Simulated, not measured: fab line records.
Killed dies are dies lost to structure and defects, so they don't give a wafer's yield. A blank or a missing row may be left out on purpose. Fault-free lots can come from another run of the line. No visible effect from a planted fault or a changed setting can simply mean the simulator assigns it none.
Matching of chambers	flow berkeley_cmos170	4 sister chambers for UCB170_V1_CMP_02 on cmp-02
The step polishes SiO2. 8 wafers are shown with their chamber, then 10 later ones without.

== WAFERS PAIRED WITH THEIR CHAMBERS ==
wafer	chamber	motor_current_A (A)
L300.6	2	18.4
L306.4	1	16.8
L309.2	2	18.1
L311.3	3	16.0
L311.4	0	17.9
L311.5	0	17.8
L312.1	1	18.2
L312.5	3	15.5

== WAFERS MISSING THEIR CHAMBER ==
wafer	motor_current_A (A)
L312.6	17.7
L313.3	17.9
L313.5	17.4
L313.6	16.6
L314.1	17.3
L314.2	18.6
L314.5	16.2
L315.2	17.1
L315.3	18.1
L315.6	17.9

== WHICH CHAMBER EACH ONE RAN IN ==
wafer	from the rows above	in truth
L312.6	can't be placed: 0 or 1 or 2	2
L313.3	can't be placed: 0 or 2 or 1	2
L313.5	can't be placed: 1 or 0 or 2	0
L313.6	can't be placed: 3 or 1 or 0 or 2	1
L314.1	can't be placed: 1 or 0 or 2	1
L314.2	can't be placed: 2 or 0 or 1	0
L314.5	can't be placed: 3 or 1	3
L315.2	can't be placed: 1 or 0 or 2 or 3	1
L315.3	can't be placed: 2 or 0 or 1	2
L315.6	can't be placed: 0 or 2 or 1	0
0 of 10 placed correctly. From these rows, 10 cannot be placed; in 10 the true chamber is one of the candidates. Placed wrongly: 0.
How it was worked out, from the rows above alone: a wafer's distance from a chamber is the root of the sum, over the readings, of the square of ((its reading less the chamber's mean) divided by the reading's scatter). If the next closest chamber is less than 2 further off than the closest, the wafer can't be placed; otherwise it belongs to the closest. A chamber's mean is the mean of its shown wafers. How the scatter is found: for the shown wafers, subtract from each reading the mean of its chamber, square and add these, divide the total by (wafers less chambers), then take the root.
